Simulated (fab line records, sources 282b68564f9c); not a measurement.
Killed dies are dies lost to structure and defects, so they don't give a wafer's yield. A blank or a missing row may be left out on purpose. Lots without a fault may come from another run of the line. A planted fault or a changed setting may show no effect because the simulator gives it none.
fab line records | flow rit_cmos
record lots=15 wafers=45 last_day=7
route steps=202 shown GATE@85 CONTACT@177 M1@190
lots that met no fault: from a run of the same line without faults
start_h: hours from the record's first day to the start of the lot's first wafer shown | wait_h: hours since the lot's step before | " the same as in the row above | L1.1+2: a row that stands for several wafers | - no value, or no start given | * or withheld: withheld | < > ~ a bound
route shown NAME@n: a module of which the file shows steps, and the number in the route of the first | usual: mean/standard deviation of fault-free wafers | same: alike in all rows | chamber/n: place in a boat | sites: the reading at each site | _std_site: their standard deviation | _edge_site: outer sites' mean less inner sites' | radius_mm: how far each site lies from the wafer's centre | mask NAME#n: copy n | behind: the tool/chamber that last shaped the wafer | hold: why the lot was held/for how many hours/how that ended | device: the transistor (n, p or np) that didn't switch | end of line: the same wafers' tests at the end of the route | a step without rows: its recipe alone | killed: dies lost to structure and defects at the first sort, not the wafer's yield | map: a wafer's dies, x killed, . not, _ none there
set.NAME: the setting as run; set.NAME@STEP: as run at that earlier step | model.NAME: the simulator's own value behind a step, which no gauge read
steps of the route over a sample of lots; a table a step, a row a wafer
services: from which hour (start_h, from the record's first day; less than 0 if before it) a tool's chamber was out of use, for how many hours, and why
## steps
# step RIT_GATE_THK_MEAS_09
# recipe reads=poly-Si_of_GATE_CVD_08
# usual GATE_POLY_THK=249.2/1.9
# columns lot.wafer tool chamber start_h wait_h GATE_POLY_THK[nm]
L401.1 film_metro-02 - 36.87 0.0 249.8
L401.3 " - " " 249.3
L401.4 " - " " 248.3
L403.1 film_metro-02 - 47.78 0.0 252.1
L403.3 " - " " 250.3
L403.6 " - " " 249.2
L404.3 film_metro-03 - 55.84 0.0 249.5
L404.4 " - " " 249.3
L404.6 " - " " 249.4
L405.1 film_metro-02 - 58.07 0.0 250.6
L405.4 " - " " 251.3
L405.5 " - " " 251.5
L406.2 film_metro-03 - 61.81 0.0 249.0
L406.3 " - " " 252.0
L406.5 " - " " 250.8
L408.2 film_metro-02 - 75.14 0.0 249.6
L408.5 " - " " 248.8
L408.6 " - " " 249.0
L410.1 film_metro-02 - 84.43 0.0 249.3
L410.2 " - " " 251.3
L410.4 " - " " 250.9
L411.2 film_metro-04 - 88.31 0.0 251.7
L411.3 " - " " 249.2
L411.4 " - " " 250.2
L412.2 film_metro-03 - 93.99 0.0 252.7
L412.5 " - " " 253.2
L412.6 " - " " 252.4
L413.3 film_metro-04 - 100.07 0.0 251.5
L413.5 " - " " 250.2
L413.6 " - " " 249.9
L414.2 film_metro-04 - 103.23 0.0 247.3
L414.3 " - " " 248.9
L414.4 " - " " 250.4
L415.1 film_metro-02 - 111.34 0.0 247.9
L415.4 " - " " 246.1
L415.6 " - " " 248.0
L418.1 film_metro-02 - 126.51 0.0 246.2
L418.4 " - " " 247.5
L418.6 " - " " 248.4
L421.1 film_metro-02 - 141.65 0.0 249.1
L421.2 " - " " 249.0
L421.5 " - " " 248.7
L423.2 film_metro-02 - 147.07 0.0 250.4
L423.3 " - " " 248.9
L423.5 " - " " 249.4
# step RIT_GATE_STRIP_20
# recipe chemistry=O2 time_s=180 resist=NOVOLAK platen_temp_c=withheld power_w=500 pressure_mtorr=4000 o2_flow_sccm=4000
# usual drypump_motor_current_A=5.9/0.35
# columns lot.wafer tool chamber start_h wait_h drypump_motor_current_A rf_hours_counter_h
L401.1 plasma_asher-03 1 38.32 0.1 5.7 41
L401.3 " 0 " " 6.4 -
L401.4 " 1 " " 5.7 -
L403.1 plasma_asher-03 0 49.28 0.1 6.4 42
L403.3 " 0 " " 6.4 -
L403.6 " 0 " " 6.4 -
L404.3 plasma_asher-03 1 57.33 0.1 5.7 -
L404.4 " 0 " " 6.4 -
L404.6 " 1 " " 5.7 -
L405.1 plasma_asher-02 1 59.52 0.1 5.5 29
L405.4 " 1 " " 5.5 -
L405.5 " 0 " " 5.6 -
L406.2 plasma_asher-02 0 63.25 0.1 5.7 29
L406.3 " 0 " " 5.7 -
L406.5 " 0 " " 5.7 -
L408.2 plasma_asher-02 1 76.58 0.1 5.5 30
L408.5 " 1 " " 5.5 -
L408.6 " 0 " " 5.6 -
L410.1 plasma_asher-01 1 85.87 0.1 6.4 41
L410.2 " 0 " " 5.8 41
L410.4 " 0 " " 5.8 -
L411.2 plasma_asher-02 0 89.75 0.1 5.6 32
L411.3 " 1 " " 5.5 -
L411.4 " 0 " " 5.6 -
L412.2 plasma_asher-01 0 95.43 0.1 5.8 43
L412.5 " 0 " " 5.8 -
L412.6 " 1 " " 6.4 -
L413.3 plasma_asher-02 0 101.48 0.1 5.6 -
L413.5 " 0 " " 5.6 -
L413.6 " 1 " " 5.5 -
L414.2 plasma_asher-01 1 104.61 0.1 6.4 43
L414.3 " 0 " " 5.8 -
L414.4 " 1 " " 6.4 -
L415.1 plasma_asher-02 0 112.79 0.1 5.6 34
L415.4 " 1 " " 5.5 -
L415.6 " 0 " " 5.7 -
L418.1 plasma_asher-01 1 128.17 0.1 6.4 46
L418.4 " 1 " " 6.4 -
L418.6 " 0 " " 5.8 -
L421.1 plasma_asher-02 0 142.98 0.1 5.6 37
L421.2 " 1 " " 5.5 37
L421.5 " 0 " " 5.6 -
L423.2 plasma_asher-02 0 148.46 0.1 5.6 38
L423.3 " 0 " " 5.6 -
L423.5 " 1 " " 5.5 -
# step RIT_CONTACT_OVL_MEAS_09
# usual CONTACT_OVL=0.2/1.3
# columns lot.wafer tool chamber start_h wait_h CONTACT_OVL[nm]
L401.1 overlay-02 - 54.21 0.1 2.1
L401.3 " - " " -0.1
L401.4 " - " " 0.9
L403.1 overlay-01 - 64.22 0.1 -2.5
L403.3 " - " " -0.5
L403.6 " - " " -0.4
L404.3 overlay-01 - 71.91 0.1 -0.2
L404.4 " - " " 2.7
L404.6 " - " " 0.2
L405.1 overlay-02 - 74.64 0.1 -0.3
L405.4 " - " " 0.3
L405.5 " - " " -0.3
L406.2 overlay-02 - 78.29 0.1 0.9
L406.3 " - " " 1.3
L406.5 " - " " 1.5
L408.2 overlay-02 - 92.97 0.1 -0.7
L408.5 " - " " 0.7
L408.6 " - " " -0.2
L410.1 overlay-01 - 102.18 0.1 0.6
L410.2 " - " " 1.1
L410.4 " - " " 1.1
L411.2 overlay-02 - 104.57 0.1 0.8
L411.3 " - " " -0.8
L411.4 " - " " 2.7
L412.2 overlay-02 - 111.35 0.1 -1.7
L412.5 " - " " -3.4
L412.6 " - " " -0.6
L413.3 overlay-02 - 117.79 0.1 -1.8
L413.5 " - " " -1.2
L413.6 " - " " 1.3
L414.2 overlay-02 - 120.81 0.1 -1.1
L414.3 " - " " -0.5
L414.4 " - " " 1.3
L415.1 overlay-01 - 127.59 0.1 2.3
L415.4 " - " " 0.7
L415.6 " - " " 1.2
L418.1 overlay-01 - 142.74 0.1 -0.1
L418.4 " - " " 2.7
L418.6 " - " " 2.0
L421.1 overlay-01 - 157.57 0.1 1.0
L421.2 " - " " 0.7
L421.5 " - " " 1.0
L423.2 overlay-01 - 165.09 0.1 1.2
L423.3 " - " " 0.2
L423.5 " - " " 2.0
# step RIT_M1_EXPOSE_06
# recipe mask_id=M12 na=0.6 source_shape=conventional sigma_outer=0.5 target_cd_nm=2600 dose_mj=250
# same sigma_outer=0.5
# columns lot.wafer tool chamber start_h wait_h mask
L401.1+3+4 iline_stepper-02 0 56.17 0.1 M12#0
L403.1+3+6 iline_stepper-01 0 66.21 0.1 M12#0
L404.3+4+6 iline_stepper-02 0 74.03 0.2 M12#0
L405.1+4+5 iline_stepper-01 0 76.87 0.2 M12#0
L406.2+3+5 iline_stepper-01 0 80.25 0.1 M12#0
L408.2+5+6 iline_stepper-01 0 94.95 0.1 M12#0
L410.1+2+4 iline_stepper-02 0 104.12 0.1 M12#0
L411.2+3+4 iline_stepper-02 0 106.82 0.1 M12#0
L412.2+5+6 iline_stepper-01 0 113.45 0.2 M12#0
L413.3+5+6 iline_stepper-02 0 119.89 0.2 M12#0
L414.2+3+4 iline_stepper-02 0 123.08 0.1 M12#0
L415.1+4+6 iline_stepper-01 0 129.67 0.2 M12#0
L418.1+4+6 iline_stepper-02 0 144.84 0.2 M12#0
L421.1+2+5 iline_stepper-02 0 159.83 0.2 M12#0
L423.2+3+5 iline_stepper-02 0 167.18 0.2 M12#0
# step RIT_M1_OVL_MEAS_10
# usual M1_OVL=0.7/1.2
# columns lot.wafer tool chamber start_h wait_h M1_OVL[nm]
L401.1 overlay-02 - 56.72 0.1 1.9
L401.3 " - " " 1.2
L401.4 " - " " 1.9
L403.1 overlay-01 - 66.76 0.1 1.3
L403.3 " - " " 0.3
L403.6 " - " " -1.8
L404.3 overlay-01 - 74.55 0.1 0.6
L404.4 " - " " 2.6
L404.6 " - " " -0.3
L405.1 overlay-01 - 77.42 0.1 1.7
L405.4 " - " " -0.2
L405.5 " - " " 2.8
L406.2 overlay-01 - 81.03 0.1 1.6
L406.3 " - " " 0.4
L406.5 " - " " 0.6
L408.2 overlay-01 - 95.49 0.1 1.6
L408.5 " - " " 1.8
L408.6 " - " " 1.5
L410.1 overlay-01 - 104.68 0.1 -1.1
L410.2 " - " " -0.6
L410.4 " - " " -1.5
L411.2 overlay-01 - 107.36 0.1 0.5
L411.3 " - " " 0.0
L411.4 " - " " 2.2
L412.2 overlay-01 - 113.99 0.1 0.9
L412.5 " - " " 1.8
L412.6 " - " " 3.2
L413.3 overlay-01 - 120.41 0.1 0.2
L413.5 " - " " -1.3
L413.6 " - " " -0.7
L414.2 overlay-02 - 123.62 0.1 0.8
L414.3 " - " " 0.3
L414.4 " - " " 1.8
L415.1 overlay-01 - 130.22 0.1 1.0
L415.4 " - " " -0.1
L415.6 " - " " 2.0
L418.1 overlay-01 - 145.41 0.1 361.7
L418.4 " - " " 361.9
L418.6 " - " " 361.5
L421.1 overlay-02 - 160.38 0.1 358.7
L421.2 " - " " 359.9
L421.5 " - " " 359.4
L423.2 overlay-01 - 167.71 0.1 361.3
L423.3 " - " " 359.8
L423.5 " - " " 360.5
# step RIT_M1_PROBE_99
# usual defect_limited_yield=97.6/1.1 killed_at_contacts=0.1/0.25 killed_at_front_end=6.3/2.9 killed_dies=6.4/2.8 killed_open=3.3/2 killed_short=3.1/2
# same gross_dies=264 killed_at_M0_to_M3=0 killed_at_M4_up=0 killed_at_back_side=0 killed_at_other=0
# columns lot.wafer tool chamber start_h wait_h defect_limited_yield[%] killed_at_contacts killed_at_front_end killed_dies killed_open killed_short
L401.1 prober-01 - 59.26 0.1 97.0 0 8 8 5 3
L401.3 prober-01 - 59.36 0.2 95.5 0 12 12 11 1
L401.4 prober-01 - 59.41 0.2 96.2 0 10 10 3 7
L403.1 prober-01 - 69.29 0.1 98.5 1 3 4 3 1
L403.3 prober-01 - 69.39 0.2 96.6 0 9 9 5 4
L403.6 prober-01 - 69.54 0.2 97.7 0 6 6 3 3
L404.3 prober-02 - 77.18 0.2 97.3 0 7 7 3 4
L404.4 prober-02 - 77.23 0.2 98.5 0 4 4 2 2
L404.6 prober-02 - 77.33 0.2 97.3 0 7 7 4 3
L405.1 prober-01 - 79.96 0.1 98.5 0 4 4 2 2
L405.4 prober-01 - 80.11 0.2 98.9 0 3 3 2 1
L405.5 prober-01 - 80.16 0.2 98.9 0 3 3 1 2
L406.2 prober-02 - 83.61 0.1 96.6 0 9 9 2 7
L406.3 prober-02 - 83.66 0.2 97.7 0 6 6 1 5
L406.5 prober-02 - 83.76 0.2 98.5 0 4 4 1 3
L408.2 prober-02 - 98.07 0.1 98.1 0 5 5 3 2
L408.5 prober-02 - 98.22 0.2 96.6 0 9 9 4 5
L408.6 prober-02 - 98.27 0.2 98.1 0 5 5 2 3
L410.1 prober-02 - 107.22 0.1 98.1 0 5 5 4 1
L410.2 prober-02 - 107.27 0.1 98.1 0 5 5 2 3
L410.4 prober-02 - 107.37 0.2 98.5 0 4 4 3 1
L411.2 prober-02 - 109.94 0.1 99.6 0 1 1 0 1
L411.3 prober-02 - 109.99 0.2 97.7 0 6 6 4 2
L411.4 prober-02 - 110.04 0.2 95.8 0 11 11 6 5
L412.2 prober-01 - 116.59 0.1 96.2 1 9 10 2 8
L412.5 prober-01 - 116.74 0.2 98.1 0 5 5 3 2
L412.6 prober-01 - 116.79 0.2 97.3 0 7 7 3 4
L413.3 prober-02 - 123.04 0.2 96.2 0 10 10 5 5
L413.5 prober-02 - 123.14 0.2 98.5 0 4 4 2 2
L413.6 prober-02 - 123.19 0.2 96.6 0 9 9 5 4
L414.2 prober-01 - 126.20 0.1 97.3 0 7 7 3 4
L414.3 prober-01 - 126.25 0.2 99.6 0 1 1 1 0
L414.4 prober-01 - 126.30 0.2 97.3 0 7 7 4 3
L415.1 prober-02 - 132.76 0.1 96.2 0 10 10 6 4
L415.4 prober-02 - 132.91 0.2 96.2 0 10 10 3 7
L415.6 prober-02 - 133.01 0.2 98.5 0 4 4 2 2
L418.1 prober-01 - 147.97 0.1 96.2 1 9 10 4 6
L418.4 prober-01 - 148.12 0.2 97.7 0 6 6 2 4
L418.6 prober-01 - 148.22 0.2 98.1 0 5 5 3 2
L421.1 prober-02 - 163.05 0.1 98.1 0 5 5 2 3
L421.2 prober-02 - 163.10 0.1 97.7 0 6 6 6 0
L421.5 prober-02 - 163.25 0.2 98.9 0 3 3 1 2
L423.2 prober-02 - 170.30 0.1 98.1 0 5 5 2 3
L423.3 prober-02 - 170.35 0.2 96.6 0 9 9 7 2
L423.5 prober-02 - 170.45 0.2 98.5 0 4 4 2 2
# killed by level:class
L401.1 REOX:geometric_particle:open=3 GATE:geometric_particle:open=2 REOX:geometric_particle:short=2 GATE:geometric_particle:short=1
L401.3 GATE:geometric_particle:open=7 SPACER:geometric_particle:open=2 FOX1:geometric_particle:open=1 FOX2:geometric_particle:open=1 REOX:geometric_particle:short=1
L401.4 REOX:geometric_particle:short=3 SPACER:geometric_particle:short=3 FOX1:geometric_particle:open=1 GATE:geometric_particle:open=1 SILICIDE:geometric_particle:short=1 SILICIDE:geometric_particle:open=1
L403.1 GATE:geometric_particle:open=1 GATE:geometric_particle:short=1 REOX:geometric_particle:open=1 CONTACT:geometric_particle:open=1
L403.3 REOX:geometric_particle:open=4 FOX1:geometric_particle:short=2 REOX:geometric_particle:short=2 GATE:geometric_particle:open=1
L403.6 SILICIDE:geometric_particle:open=2 FOX1:geometric_particle:short=1 GATE:geometric_particle:open=1 REOX:geometric_particle:short=1 SPACER:geometric_particle:short=1
L404.3 SILICIDE:geometric_particle:short=2 FOX2:geometric_particle:open=1 GATE:geometric_particle:short=1 GATE:geometric_particle:open=1 REOX:geometric_particle:short=1 REOX:geometric_particle:open=1
L404.4 GATE:geometric_particle:open=2 GATE:geometric_particle:short=1 REOX:geometric_particle:short=1
L404.6 REOX:geometric_particle:open=3 REOX:geometric_particle:short=2 GATE:geometric_particle:open=1 GATE:geometric_particle:short=1
L405.1 GATE:geometric_particle:short=2 REOX:geometric_particle:open=2
L405.4 GATE:geometric_particle:open=2 GATE:geometric_particle:short=1
L405.5 FOX1:geometric_particle:short=1 FOX1:geometric_particle:open=1 SPACER:geometric_particle:short=1
L406.2 SPACER:geometric_particle:short=3 REOX:geometric_particle:short=2 FOX1:geometric_particle:short=1 GATE:geometric_particle:open=1 GATE:geometric_particle:short=1 SPACER:geometric_particle:open=1
L406.3 FOX1:geometric_particle:short=2 SILICIDE:geometric_particle:short=2 FOX1:geometric_particle:open=1 REOX:geometric_particle:short=1
L406.5 SPACER:geometric_particle:short=2 GATE:geometric_particle:short=1 SILICIDE:geometric_particle:open=1
L408.2 FOX1:geometric_particle:open=1 FOX1:geometric_particle:short=1 FOX2:geometric_particle:short=1 SPACER:geometric_particle:open=1 SILICIDE:geometric_particle:open=1
L408.5 FOX2:geometric_particle:short=2 FOX2:geometric_particle:open=2 FOX1:geometric_particle:short=1 GATE:geometric_particle:open=1 GATE:geometric_particle:short=1 REOX:geometric_particle:open=1 SILICIDE:geometric_particle:short=1
L408.6 FOX1:geometric_particle:short=2 SPACER:geometric_particle:open=1 SILICIDE:geometric_particle:short=1 SILICIDE:geometric_particle:open=1
L410.1 GATE:geometric_particle:open=3 FOX1:geometric_particle:short=1 REOX:geometric_particle:open=1
L410.2 FOX1:geometric_particle:short=2 FOX1:geometric_particle:open=1 GATE:geometric_particle:short=1 REOX:geometric_particle:open=1
L410.4 SPACER:geometric_particle:open=2 FOX1:geometric_particle:short=1 GATE:geometric_particle:open=1
L411.2 GATE:geometric_particle:short=1
L411.3 GATE:geometric_particle:open=3 GATE:geometric_particle:short=1 SPACER:geometric_particle:open=1 SPACER:geometric_particle:short=1
L411.4 FOX1:geometric_particle:open=2 SPACER:geometric_particle:short=2 SPACER:geometric_particle:open=2 ACTIVE:geometric_particle:open=1 GATE:geometric_particle:short=1 REOX:geometric_particle:short=1 SILICIDE:geometric_particle:open=1 SILICIDE:geometric_particle:short=1
L412.2 GATE:geometric_particle:short=2 SPACER:geometric_particle:short=2 FOX2:geometric_particle:short=1 REOX:geometric_particle:open=1 REOX:geometric_particle:short=1 SPACER:geometric_particle:open=1 SILICIDE:geometric_particle:short=1 CONTACT:geometric_particle:short=1
L412.5 FOX1:geometric_particle:short=2 FOX2:geometric_particle:open=1 GATE:geometric_particle:open=1 SILICIDE:geometric_particle:open=1
L412.6 SPACER:geometric_particle:open=2 SPACER:geometric_particle:short=2 FOX1:geometric_particle:short=1 GATE:geometric_particle:open=1 SILICIDE:geometric_particle:short=1
L413.3 FOX1:geometric_particle:open=3 REOX:geometric_particle:short=2 FOX2:geometric_particle:open=1 GATE:geometric_particle:open=1 GATE:geometric_particle:short=1 SPACER:geometric_particle:short=1 SILICIDE:geometric_particle:short=1
L413.5 FOX1:geometric_particle:short=2 FOX1:geometric_particle:open=1 REOX:geometric_particle:open=1
L413.6 GATE:geometric_particle:open=3 GATE:geometric_particle:short=2 ACTIVE:geometric_particle:open=1 FOX1:geometric_particle:short=1 FOX2:geometric_particle:open=1 REOX:geometric_particle:short=1
L414.2 FOX1:geometric_particle:short=1 FOX1:geometric_particle:open=1 GATE:geometric_particle:open=1 GATE:geometric_particle:short=1 SPACER:geometric_particle:short=1 SILICIDE:geometric_particle:short=1 SILICIDE:geometric_particle:open=1
L414.3 SILICIDE:geometric_particle:open=1
L414.4 FOX1:geometric_particle:short=3 FOX1:geometric_particle:open=3 SILICIDE:geometric_particle:open=1
L415.1 FOX1:geometric_particle:short=2 SPACER:geometric_particle:open=2 ACTIVE:geometric_particle:short=1 FOX1:geometric_particle:open=1 FOX2:geometric_particle:open=1 GATE:geometric_particle:open=1 GATE:geometric_particle:short=1 REOX:geometric_particle:open=1
L415.4 GATE:geometric_particle:short=3 SPACER:geometric_particle:short=2 FOX1:geometric_particle:open=1 FOX2:geometric_particle:short=1 FOX2:geometric_particle:open=1 SPACER:geometric_particle:open=1 SILICIDE:geometric_particle:short=1
L415.6 GATE:geometric_particle:open=2 FOX1:geometric_particle:short=1 FOX2:geometric_particle:short=1
L418.1 REOX:geometric_particle:short=3 GATE:geometric_particle:short=2 REOX:geometric_particle:open=2 SPACER:geometric_particle:short=1 SPACER:geometric_particle:open=1 CONTACT:geometric_particle:open=1
L418.4 FOX1:geometric_particle:short=2 FOX2:geometric_particle:open=1 GATE:geometric_particle:open=1 GATE:geometric_particle:short=1 SPACER:geometric_particle:short=1
L418.6 SILICIDE:geometric_particle:short=2 FOX1:geometric_particle:open=1 GATE:geometric_particle:open=1 REOX:geometric_particle:open=1
L421.1 REOX:geometric_particle:short=3 GATE:geometric_particle:open=1 SPACER:geometric_particle:open=1
L421.2 REOX:geometric_particle:open=4 FOX1:geometric_particle:open=1 GATE:geometric_particle:open=1
L421.5 GATE:geometric_particle:open=1 GATE:geometric_particle:short=1 REOX:geometric_particle:short=1
L423.2 FOX1:geometric_particle:open=1 GATE:geometric_particle:short=1 REOX:geometric_particle:short=1 REOX:geometric_particle:open=1 SILICIDE:geometric_particle:short=1
L423.3 FOX1:geometric_particle:open=3 GATE:geometric_particle:open=2 FOX1:geometric_particle:short=1 REOX:geometric_particle:open=1 SPACER:geometric_particle:short=1 SILICIDE:geometric_particle:open=1
L423.5 REOX:geometric_particle:open=1 REOX:geometric_particle:short=1 SILICIDE:geometric_particle:short=1 SILICIDE:geometric_particle:open=1
## services
# columns tool chamber start_h hours kind
plasma_asher-03 - 32.03 0.3 repair
iline_stepper-02 - 49.13 1.7 pm
plasma_asher-03 - 59.40 2.3 repair
iline_stepper-02 0 81.90 - calibration
iline_stepper-02 - 85.59 2.3 repair
iline_stepper-01 0 131.86 - calibration
## key
first_sign step=RIT_M1_OVL_MEAS_10 reading=M1_OVL direction=up sigmas=99+ usual=0.7 struck=360.5
effect none on later readings
met_at RIT_M1_EXPOSE_06
struck_lots L418,L421,L423
not_acting_at RIT_GATE_THK_MEAS_09,RIT_GATE_STRIP_20,RIT_CONTACT_OVL_MEAS_09
onset_between 123.08 144.84
also_fits time
fault kind=scanner_matching_overlay tool=iline_stepper-02 chamber=- onset_h=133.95 steps=RIT_M1_EXPOSE_06 offset=360
